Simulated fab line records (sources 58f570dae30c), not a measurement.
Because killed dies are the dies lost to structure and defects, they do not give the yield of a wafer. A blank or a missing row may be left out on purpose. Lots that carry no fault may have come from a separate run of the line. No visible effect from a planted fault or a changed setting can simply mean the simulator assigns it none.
Which tool is to blame? | flow berkeley-cmos170 | 42 wafers sampled from 14 lots at 1 step of a route of 331

## WHAT THE GAUGES READ, wafer by wafer
The record lacks any reading of a measuring or inspecting step that a usual standard deviation could be used to judge.

## EACH LOT AND THE TOOL THAT RAN IT (in order: tool; ch and the chambers of the sampled wafers; start)
lot  | UCB170_FIELD_OXIDATION_01
L329 | furnace-01 ch 0, day 4 18:34
L330 | furnace-01 ch 0, day 4 18:34
L331 | furnace-01 ch 0, day 4 18:34
L332 | furnace-04 ch 0, day 5 12:32
L333 | furnace-04 ch 0, day 5 22:18
L334 | furnace-01 ch 0, day 6 01:14
L335 | furnace-01 ch 0, day 6 01:14
L336 | furnace-01 ch 0, day 6 01:14
L337 | furnace-01 ch 0, day 6 11:01
L342 | furnace-04 ch 0, day 7 01:22
L344 | furnace-01 ch 0, day 7 17:47
L348 | furnace-04 ch 0, day 8 13:30
L349 | furnace-04 ch 0, day 8 17:45
L350 | furnace-04 ch 0, day 8 17:45
- UCB170_FIELD_OXIDATION_01: target thk 558.3 nm, ox time 7200 s.

## AS READ BY THE TOOLS THEMSELVES (means over the sampled wafers that have a number; for cases with no such wafer, the mark the record gives instead)
UCB170_FIELD_OXIDATION_01.
lot  | tool       | spike-tc-centre-C (C) | spike-tc-source-C (C) | tube-center-temp-C (C) | tube_center_temp_C_max | zone-power-centre-pct (%)
L329 | furnace-01 | 1002.2                | 1021.1                | 1000.0                 | 1002.6                 | 52
L330 | furnace-01 | 1002.3                | 1019.9                | 1000.1                 | 1002.9                 | 52
L331 | furnace-01 | 1001.9                | 1019.0                | 1000.0                 | 1002.8                 | 52
L332 | furnace-04 | 1004.8                | 1023.2                | 999.9                  | 1002.3                 | 39
L333 | furnace-04 | 1003.0                | 1022.3                | 1000.0                 | 1002.9                 | 40
L334 | furnace-01 | 1002.5                | 1019.0                | 1000.1                 | 1002.6                 | 51
L335 | furnace-01 | 1001.6                | 1018.6                | 1000.0                 | 1002.1                 | 52
L336 | furnace-01 | 1002.4                | 1019.7                | 1000.0                 | 1002.6                 | 51
L337 | furnace-01 | 1007.8                | 1025.8                | 1006.2                 | 1008.3                 | 52
L342 | furnace-04 | 1003.4                | 1022.3                | 1000.0                 | 1002.4                 | 40
L344 | furnace-01 | 1008.4                | 1025.2                | 1006.2                 | 1008.8                 | 52
L348 | furnace-04 | 1003.2                | 1021.9                | 1000.2                 | 1003.0                 | 40
L349 | furnace-04 | 1004.0                | 1022.1                | 1000.0                 | 1002.1                 | 40
L350 | furnace-04 | 1003.1                | 1023.4                | 1000.1                 | 1002.7                 | 40

## THE ANSWER, worked out from the rows above alone
Rule: what is usual is taken from the lots themselves. The widest of any qualifying gaps counts: lots, ordered by their means at a reading, are off when they make up no more than a third of the lots, leave a main group of 4 or more, and stand apart from it by 3 or more times the standard deviation of that group's means. The tables above print the reading to a certain number of digits; a main group whose means all agree to those digits is not used. Also off: a lot with no number at a reading for which 4 or more lots have one. Any other lot the step has rows for is counted as sound. Order of review: gauges by route order, followed by the tools' own readings, for which a lot's mean as printed above is used. The first step at which some lot is off is used, and at that step the reading that is off furthest; a lot without a number counts as furthest.
Off: L337, L344 (UCB170_FIELD_OXIDATION_01, tube-center-temp-C). Mean 1000.0 C and standard deviation 0.075 in the main group.
If a tool, at that step or one of the process steps before it, ran each lot that is off and ran no sound lot following the first of them, it fits. One fits: furnace-01 at UCB170_FIELD_OXIDATION_01. A fault onset in the window from L334 (day 6 01:14, its last sound lot) to L337 (day 6 11:01, its first lot off) fits.
The tool's own readings at UCB170_FIELD_OXIDATION_01 bear it out: on the lots that are off they differ by more than 5 times the standard deviation of the sound lots' means. spike-tc-centre-C reads 1008.1 C there against 1002.9 C on the sound lots; tube-center-temp-C reads 1006.2 C there against 1000.0 C on the sound lots; tube_center_temp_C_max reads 1008.5 there against 1002.6 on the sound lots.

## WHAT THE SIMULATOR HAD INSERTED
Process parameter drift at UCB170_FIELD_OXIDATION_01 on furnace-01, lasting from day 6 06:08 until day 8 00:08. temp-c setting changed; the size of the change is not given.
Lots struck among those shown: L337, L344. The same result came from the rule above.
